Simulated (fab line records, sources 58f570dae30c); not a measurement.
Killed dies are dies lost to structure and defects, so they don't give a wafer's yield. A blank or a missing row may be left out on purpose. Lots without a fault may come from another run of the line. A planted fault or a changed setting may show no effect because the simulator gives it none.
A struck lot beside a sound one | flow berkeley_cmos170 | 13 steps out of a route of 331
Sound: wafers L173.1, L173.3, L173.6. Struck: wafers L174.2, L174.3, L174.4. The cause comes at the end.
At each step with rows: each side's tool, then ch and its chambers, then its first start. Under that, the readings that differ: sound wafers | struck wafers | difference of the means | sigmas: that difference in standard deviations of wafers without a fault.
alike: readings whose means differ by less than 2 such deviations, and words and numbers that are the same on both sides. not compared: withheld readings, readings that some wafer has no value for, bounds like >300 that may hide the same value, and numbers for which the record gives no deviation and whose values overlap.
The two part at a step that has a row with sigmas, a row that says differs or no value, or rows on one side only. Numbers that don't overlap but have no deviation are shown without sigmas and don't part them. A reading that every wafer of one side lacks parts them only if that side has two wafers or more.

first, 3 steps without rows for these wafers: UCB170_PWELL_EXPOSE_10 (exposes mask PWELL, target cd 3000 nm); UCB170_PWELL_PEB_11; UCB170_PWELL_DEVELOP_12 (develop time 45 s).
UCB170_PWELL_OVL_MEAS_13:
  sound on overlay-01, day 3 18:53; struck on overlay-01, day 4 04:28
  alike: PWELL_OVL
UCB170_PWELL_ETCH_14: etches Si3N4 in CH3F/Ar/O2, stops on SiO2, target depth 242 nm, time 151 s.
  sound on rie_diel-01 ch 0,1, day 3 18:55; struck on rie_diel-01 ch 1,2,3, day 4 04:29
  alike: drypump_motor_current_A, oes_product_au, throttle_valve_pct
  not compared: rf_hours_counter_h
then, 1 step without rows for these wafers: UCB170_PWELL_IMPLANT_15.
UCB170_PWELL_STRIP_16: strips in O2.
  sound on plasma_asher-03 ch 0,1, day 3 19:10; struck on plasma_asher-04 ch 0,1, day 4 04:44
  alike: drypump_motor_current_A, oes_product_au, strip_time_to_endpoint_s
  not compared: rf_hours_counter_h
UCB170_PWELL_TW_MEAS_17:
  sound on film_metro-03, day 3 19:16; struck on film_metro-03, day 4 04:51
  alike: PWELL_TW
then, 4 steps without rows for these wafers: UCB170_PWELL_CLEAN_18 (cleans in SPM, time 600 s); UCB170_PWELL_WET_ETCH_19 (etches Si3N4 in H3PO4, time 14400 s); UCB170_PWELL_WET_ETCH_20 (etches SiO2 in BOE, time 22 s); UCB170_WELLDRIVE_CLEAN_00 (cleans in SPM, time 600 s).
UCB170_WELLDRIVE_OXIDATION_01: target thk 199 nm, ox time 9000 s.
  sound on furnace-04 ch 0, day 4 05:27; struck on furnace-04, day 4 14:23
  no value came back on the struck wafers for ox_temp_c (C), ox_temp_c_max, tube_center_temp_C (C); on the sound wafers ox_temp_c (C) reads 1099.6 1099.7 1099.8

WHERE THEY PART
Only at UCB170_WELLDRIVE_OXIDATION_01, within this record.

WHY: what the simulator had put in
Skipped step whole: furnace-04, from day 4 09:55 on, at UCB170_WELLDRIVE_OXIDATION_01. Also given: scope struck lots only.
